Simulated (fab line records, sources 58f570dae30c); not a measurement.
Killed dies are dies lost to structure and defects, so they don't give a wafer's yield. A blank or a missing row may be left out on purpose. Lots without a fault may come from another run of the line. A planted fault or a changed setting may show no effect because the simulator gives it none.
Chamber matching | flow berkeley_cmos170 | UCB170_V1_CMP_02 on cmp-02: 4 sister chambers
The step polishes SiO2. 8 wafers are shown with their chamber, then 7 later ones without.

WAFERS WITH THEIR CHAMBER
wafer  | chamber | motor_current_A (A) | head_pressure_psi (psi)
L950.2 | 3       | 15.7                | 5.998
L954.1 | 3       | 16.1                | 6.009
L956.1 | 1       | 18.5                | 6.004
L956.5 | 2       | 18.0                | 5.990
L960.1 | 1       | 18.0                | 5.992
L960.6 | 0       | 15.5                | 6.013
L962.1 | 2       | 17.7                | 6.020
L962.2 | 0       | 16.6                | 6.013

WAFERS WITHOUT THEIR CHAMBER
wafer  | motor_current_A (A) | head_pressure_psi (psi)
L962.6 | 18.9                | 6.008
L964.1 | 18.1                | 6.005
L964.2 | 18.6                | 5.982
L964.3 | 15.3                | 5.991
L968.1 | 16.5                | 6.006
L968.4 | 19.6                | 5.985
L968.6 | 15.3                | 6.011

WHICH CHAMBER EACH WENT THROUGH
wafer  | from the rows above          | in truth
L962.6 | can't be placed: 1 or 2      | 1
L964.1 | can't be placed: 2 or 1      | 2
L964.2 | can't be placed: 1 or 2      | 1
L964.3 | can't be placed: 3 or 0      | 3
L968.1 | can't be placed: 0 or 3 or 2 | 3
L968.4 | can't be placed: 1 or 2      | 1
L968.6 | can't be placed: 3 or 0      | 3
Placed correctly: 0 of 7. Can't be placed from these rows: 7 (the true chamber is among the candidates in 7). Placed wrongly: 0.
How it was worked out, from the rows above alone: a wafer's distance from a chamber is the root of the sum, over the readings, of the square of ((its reading less the chamber's mean) divided by the reading's scatter). The wafer belongs to the nearest chamber; if the next one is less than 2 further off, it can't be placed. A chamber's mean is the mean of its shown wafers. The scatter: the root of (the sum of the squares of (reading less its chamber's mean) over the shown wafers, divided by (wafers less chambers)).
